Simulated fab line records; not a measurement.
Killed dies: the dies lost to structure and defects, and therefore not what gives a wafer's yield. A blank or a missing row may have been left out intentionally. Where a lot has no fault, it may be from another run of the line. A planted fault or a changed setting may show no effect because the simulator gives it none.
A lot that was struck, set against a sound lot | flow ritCmos | 17 out of 202 route steps
Sound: these wafers, L750.1, L750.2, L750.5. Wafers struck: L738.1, L738.2, L738.6. At the end, the cause is stated.
Each step with rows lists, per side, the tool, then ch with its chambers, then its first start. Under that, the readings that differ: sound wafers | struck wafers | difference of the means | sigmas: that difference in standard deviations of wafers without a fault.
alike: readings with means less than 2 such deviations apart, plus words and numbers identical on both sides. not compared: withheld readings, readings lacking a value on some wafer, bounds such as >300 that could conceal the same value, and numbers that have no deviation in the record and whose values overlap.
A row with sigmas, a row that says differs or no value, or rows on one side alone: a step with any of these is where the two part. When numbers do not overlap yet have no deviation, they are printed without sigmas and do not part them. Lack of a reading on every wafer of one side parts them only where that side has two or more wafers.

first, 1 step without rows for these wafers: RIT_PRETRO_DEVELOP_05 (develop time 68 s).
RIT_PRETRO_OVL_MEAS_06:
  sound: overlay-01 at day 5 14:22; struck: overlay-01 at day 3 04:25
  alike: PRETRO_OVL
then, 2 steps without rows for these wafers: RIT_PRETRO_HARDBAKE_07 (time 120 s); RIT_PRETRO_IMPLANT_08.
RIT_PRETRO_STRIP_09: strips in O2, time 180 s.
  sound on plasmaAsher-03 ch 0,1, day 5 14:48; struck on plasmaAsher-03 ch 0,1, day 3 04:51
  alike: drypumpMotorCurrentA, o2FlowSccm
  not compared: rfHoursCounterH
RIT_PRETRO_TW_MEAS_10:
  sound: filmMetro-04 at day 5 14:58; struck: filmMetro-02 at day 3 05:01
  alike: PRETRO_TW
then, 5 steps without rows for these wafers: RIT_GATE_WET_ETCH_00 (etches SiO2 in BOE, target depth 56 nm, time 60 s); RIT_GATE_CLEAN_01 (cleans in SC1, time 600 s); RIT_GATE_CLEAN_02 (cleans in dHF, time 30 s); RIT_GATE_CLEAN_03 (cleans in SC2, time 600 s); RIT_GATE_CLEAN_04 (cleans in dHF, time 60 s).
RIT_FOX2_THK_MEAS_91:
  sound: filmMetro-01 at day 5 15:27; struck: filmMetro-01 at day 3 05:30
  alike: FIELD_OXIDE_LEFT_2_THK
RIT_GATE_OXIDATION_05: target thk 3 nm, ox time 270 s.
  sound on furnace-04 ch 0, day 5 15:31; struck on furnace-01 ch 0, day 3 06:49
reading              | sound    | struck   | difference | sigmas
zonePowerLoadPct (%) | 33 33 33 | 23 23 23 | -10        | -3
  alike: spikeTcSourceC
then, 1 step without rows for these wafers: RIT_GATE_ANNEAL_06 (time 600 s).
RIT_GATE_THK_MEAS_07:
  sound: filmMetro-04 at day 5 17:37; struck: filmMetro-03 at day 3 09:21
reading             | sound          | struck         | difference | sigmas
GATE_OXIDE_THK (nm) | 2.97 2.96 2.93 | 5.26 5.20 5.09 | +2.23      | +33
then, 1 step without rows for these wafers: RIT_GATE_CVD_08 (deposits poly-Si from SiH4, target thk 250 nm, time 2220 s).
RIT_M1_PROBE_99:
  the record has rows for the struck wafers here (prober-02, day 4 12:04) and none for the sound ones

== WHERE THEY PART ==
Last at RIT_M1_PROBE_99 as far as this record goes, first at RIT_GATE_OXIDATION_05.

WHY: what had been put in by the simulator
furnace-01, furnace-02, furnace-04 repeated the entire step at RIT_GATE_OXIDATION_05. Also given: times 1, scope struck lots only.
